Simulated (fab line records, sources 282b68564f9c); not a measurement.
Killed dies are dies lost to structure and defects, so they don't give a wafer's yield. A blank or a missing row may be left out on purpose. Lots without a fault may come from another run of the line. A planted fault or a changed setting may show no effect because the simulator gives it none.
Which tool did it? | flow rit_cmos | 14 lots, 42 wafers sampled, at 3 steps of a route of 202

WHAT THE GAUGES READ, wafer by wafer
RIT_SILICIDE_RS_MEAS_02: measures by four-point-probe. Usual: SILICIDE_TI_RS 44.4 ohm/sq, standard deviation 0.57.
lot  | measured    | on            | SILICIDE_TI_RS (ohm/sq) | flag
L480 | day 3 07:58 | film_metro-04 | 44.2 44.3 44.8          |
L481 | day 3 17:20 | film_metro-03 | 44.4 44.4 44.1          |
L482 | day 3 18:50 | film_metro-03 | 43.6 44.1 43.1          |
L483 | day 3 22:46 | film_metro-04 | 45.0 44.7 44.7          |
L484 | day 4 06:38 | film_metro-02 | 45.4 45.2 45.3          |
L485 | day 4 09:48 | film_metro-02 | 44.2 43.7 44.1          |
L489 | day 5 03:40 | film_metro-03 | 49.1 49.5 49.2          | OFF
L491 | day 5 17:08 | film_metro-04 | 50.6 50.2 50.2          | OFF
L492 | day 5 20:26 | film_metro-04 | 43.9 44.7 44.6          |
L496 | day 6 14:07 | film_metro-02 | 43.7 43.6 42.6          |
L498 | day 7 03:17 | film_metro-04 | 44.6 44.3 44.3          |
L500 | day 7 11:28 | film_metro-04 | 44.2 43.4 43.8          |
L501 | day 7 17:09 | film_metro-04 | 44.5 44.6 45.0          |
L502 | day 7 22:25 | film_metro-04 | 44.0 44.0 44.3          |

RIT_SILICIDE_THK_MEAS_03: measures by xrf. Usual: SILICIDE_TI_THK 30.1 nm, standard deviation 0.33.
lot  | measured    | on            | SILICIDE_TI_THK (nm) | flag
L480 | day 3 08:05 | film_metro-04 | 30.4 30.3 29.9       |
L481 | day 3 17:26 | film_metro-03 | 30.0 30.2 30.3       |
L482 | day 3 18:58 | film_metro-03 | 30.5 30.3 30.8       |
L483 | day 3 22:53 | film_metro-04 | 29.9 30.0 29.9       |
L484 | day 4 06:46 | film_metro-02 | 29.5 29.8 29.6       |
L485 | day 4 09:55 | film_metro-02 | 30.3 30.5 30.2       |
L489 | day 5 03:46 | film_metro-03 | 27.9 27.6 27.8       | OFF
L491 | day 5 17:15 | film_metro-04 | 26.9 27.2 27.2       | OFF
L492 | day 5 20:33 | film_metro-04 | 30.4 29.8 29.9       |
L496 | day 6 14:13 | film_metro-02 | 30.5 30.6 31.2       |
L498 | day 7 03:25 | film_metro-04 | 30.0 30.1 30.1       |
L500 | day 7 11:35 | film_metro-04 | 30.2 30.5 30.4       |
L501 | day 7 17:16 | film_metro-04 | 30.0 29.9 29.6       |
L502 | day 7 22:31 | film_metro-04 | 30.2 30.2 30.1       |

WHICH TOOL RAN EACH LOT (tool, then ch and the chambers of the sampled wafers, then the start)
lot  | RIT_SILICIDE_SPUTTER_01
L480 | pvd_sputter-03, day 3 07:49
L481 | pvd_sputter-01, day 3 17:10
L482 | pvd_sputter-03, day 3 18:41
L483 | pvd_sputter-01, day 3 22:37
L484 | pvd_sputter-04, day 4 06:29
L485 | pvd_sputter-01, day 4 09:39
L489 | pvd_sputter-01, day 5 03:28
L491 | pvd_sputter-01, day 5 16:58
L492 | pvd_sputter-03, day 5 20:17
L496 | pvd_sputter-03, day 6 13:56
L498 | pvd_sputter-04, day 7 03:08
L500 | pvd_sputter-03, day 7 11:19
L501 | pvd_sputter-04, day 7 16:59
L502 | pvd_sputter-04, day 7 22:14
- RIT_SILICIDE_SPUTTER_01: material Ti, target thk 30 nm, time 240 s.

WHAT THE TOOLS THEMSELVES READ (means of the sampled wafers that have a number; where no wafer has one, the mark that the record gives instead)
RIT_SILICIDE_SPUTTER_01. Usual: throttle_valve_pct 29.7 %, standard deviation 0.74.
lot  | tool           | throttle_valve_pct (%) | flag
L480 | pvd_sputter-03 | 28.9                   |
L481 | pvd_sputter-01 | 30.0                   |
L482 | pvd_sputter-03 | 29.1                   |
L483 | pvd_sputter-01 | 29.3                   |
L484 | pvd_sputter-04 | 29.5                   |
L485 | pvd_sputter-01 | 30.0                   |
L489 | pvd_sputter-01 | 29.6                   |
L491 | pvd_sputter-01 | 30.2                   |
L492 | pvd_sputter-03 | 30.1                   |
L496 | pvd_sputter-03 | 29.8                   |
L498 | pvd_sputter-04 | 29.8                   |
L500 | pvd_sputter-03 | 29.5                   |
L501 | pvd_sputter-04 | 29.9                   |
L502 | pvd_sputter-04 | 30.3                   |

THE ANSWER, worked out from the rows above alone
Rule: a lot is off if the mean of its wafers that have a number lies more than 3 standard deviations from the usual mean. A lot without any number at a reading at which 4 lots or more have one is off too. The other lots that the step has rows for count as sound. The gauges are gone through in route order, then the tools' own readings, and for those a lot's mean is taken as printed above. The first step at which some lot is off is used, and at that step the reading that is off furthest; a lot without a number counts as furthest.
Off: L489, L491, at RIT_SILICIDE_RS_MEAS_02 (SILICIDE_TI_RS).
A tool fits if, at a process step before that reading, it ran every lot that is off, and no sound lot after the first of them. The gauges at RIT_SILICIDE_RS_MEAS_02 are tried like those tools. One fits: pvd_sputter-01 at RIT_SILICIDE_SPUTTER_01. Its last sound lot is L485 (day 4 09:39), its first lot that is off L489 (day 5 03:28): a fault that began between those two fits.

WHAT THE SIMULATOR HAD PUT IN
Process parameter drift: pvd_sputter-01, from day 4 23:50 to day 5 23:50, at RIT_SILICIDE_SPUTTER_01. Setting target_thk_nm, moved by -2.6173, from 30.
Lots struck among those shown: L489, L491. The rule above found the same.
